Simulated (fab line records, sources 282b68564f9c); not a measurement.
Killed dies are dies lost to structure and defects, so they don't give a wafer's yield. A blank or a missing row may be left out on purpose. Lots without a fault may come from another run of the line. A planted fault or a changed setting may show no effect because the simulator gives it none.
Tool commonality check | flow rit_cmos | 14 lots, 42 wafers sampled

WHY IT WAS OPENED
At RIT_SPACER_THK_MEAS_04 the reading SPACER_NITRIDE_THK is flagged on 2 of 14 lots. Wafers without a fault read 249.4 nm, standard deviation 2.3.
Rule: a lot is flagged when every wafer of it that has a number lies more than 4 standard deviations from that mean, or none has a number. The other lots count as sound.

lot  | measured    | on            | SPACER_NITRIDE_THK (nm), wafer by wafer | flag
L917 | day 3 10:31 | film_metro-03 | 248.9 247.9 248.1                       |
L918 | day 3 12:38 | film_metro-01 | 252.0 254.1 252.7                       |
L919 | day 3 17:28 | film_metro-03 | 253.9 254.0 251.5                       |
L920 | day 4 06:50 | film_metro-02 | 248.1 246.8 245.5                       |
L922 | day 4 06:50 | film_metro-01 | 245.1 248.7 245.6                       |
L924 | day 4 16:44 | film_metro-02 | 249.4 251.1 248.4                       |
L929 | day 5 20:09 | film_metro-02 | 248.9 250.2 250.5                       |
L931 | day 6 04:49 | film_metro-02 | 249.9 247.8 250.4                       |
L932 | day 6 09:04 | film_metro-01 | 271.8 271.2 270.9                       | FLAGGED
L933 | day 6 18:17 | film_metro-03 | 270.4 270.6 268.8                       | FLAGGED
L934 | day 7 01:29 | film_metro-02 | 250.5 251.3 250.4                       |
L935 | day 7 08:05 | film_metro-03 | 248.5 246.8 248.6                       |
L936 | day 7 12:05 | film_metro-03 | 250.1 250.7 251.5                       |
L938 | day 8 04:03 | film_metro-01 | 247.8 249.8 249.3                       |
The numbers of the flagged lots are 270.6 nm on average: +21.2 nm against the usual, or +9 standard deviations.

WHICH TOOL RAN EACH LOT
The record holds 2 process steps before the reading, out of a route of 202 steps. In each cell: the tool, then ch and the chambers that the sampled wafers went through, then the start.
lot  | flag    | RIT_PLDD_STRIP_09                   | RIT_SPACER_CVD_03
L917 |         | plasma_asher-02 ch 0,1, day 3 06:34 | lpcvd-01 ch 0, day 3 08:35
L918 |         | plasma_asher-01 ch 0,1, day 3 09:56 | lpcvd-01 ch 0, day 3 10:43
L919 |         | plasma_asher-04 ch 0,1, day 3 14:14 | lpcvd-02 ch 1, day 3 15:32
L920 |         | plasma_asher-02 ch 0,1, day 4 03:39 | lpcvd-02 ch 1, day 4 04:55
L922 |         | plasma_asher-04 ch 0,1, day 4 03:53 | lpcvd-02 ch 1, day 4 04:55
L924 |         | plasma_asher-04 ch 0,1, day 4 12:56 | lpcvd-02 ch 0, day 4 14:49
L929 |         | plasma_asher-02 ch 0,1, day 5 16:46 | lpcvd-02 ch 0, day 5 18:12
L931 |         | plasma_asher-01 ch 0,1, day 6 02:17 | lpcvd-02 ch 1, day 6 02:53
L932 | FLAGGED | plasma_asher-01 ch 0,1, day 6 06:32 | lpcvd-02 ch 1, day 6 07:08
L933 | FLAGGED | plasma_asher-02 ch 0,1, day 6 15:45 | lpcvd-02 ch 1, day 6 16:21
L934 |         | plasma_asher-02 ch 0,1, day 6 22:58 | lpcvd-02 ch 0, day 6 23:35
L935 |         | plasma_asher-02 ch 0,1, day 7 05:34 | lpcvd-01 ch 1, day 7 06:10
L936 |         | plasma_asher-01 ch 0,1, day 7 09:34 | lpcvd-02 ch 0, day 7 10:10
L938 |         | plasma_asher-04 ch 0,1, day 8 00:28 | lpcvd-01 ch 1, day 8 02:06
What these steps do:
- RIT_PLDD_STRIP_09: strips in O2, time 180 s.
- RIT_SPACER_CVD_03: deposits Si3N4 from SiH2Cl2/NH3, target thk 250 nm, time 3300 s.
- RIT_SPACER_THK_MEAS_04

FLAGGED OVER TOTAL, TOOL BY TOOL (the gauges that took the reading come last)
step                   | tool            | lots run | flagged | share of the flagged lots | sound lots run after its first flagged lot
RIT_PLDD_STRIP_09      | plasma_asher-01 | 4        | 1       | some                      | 1 (L936)
RIT_PLDD_STRIP_09      | plasma_asher-02 | 6        | 1       | some                      | 2 (L934,L935)
RIT_PLDD_STRIP_09      | plasma_asher-04 | 4        | 0       | none                      | -
RIT_SPACER_CVD_03      | lpcvd-01        | 4        | 0       | none                      | -
RIT_SPACER_CVD_03      | lpcvd-02        | 10       | 2       | all                       | 2 (L934,L936)
RIT_SPACER_THK_MEAS_04 | film_metro-01   | 4        | 1       | some                      | 1 (L938)
RIT_SPACER_THK_MEAS_04 | film_metro-02   | 5        | 0       | none                      | -
RIT_SPACER_THK_MEAS_04 | film_metro-03   | 5        | 1       | some                      | 2 (L935,L936)

WHAT THE TABLE ALLOWS
1 row of the table ran every flagged lot: lpcvd-02 at RIT_SPACER_CVD_03.
- lpcvd-02 at RIT_SPACER_CVD_03: 2 of its 10 lots flagged. Sound lots ran on it after the first flagged one (L934, L936), which a lasting fault on the whole tool wouldn't allow.
No row of the table ran every flagged lot and no sound lot after the first.

WHAT THE SIMULATOR HAD PUT IN
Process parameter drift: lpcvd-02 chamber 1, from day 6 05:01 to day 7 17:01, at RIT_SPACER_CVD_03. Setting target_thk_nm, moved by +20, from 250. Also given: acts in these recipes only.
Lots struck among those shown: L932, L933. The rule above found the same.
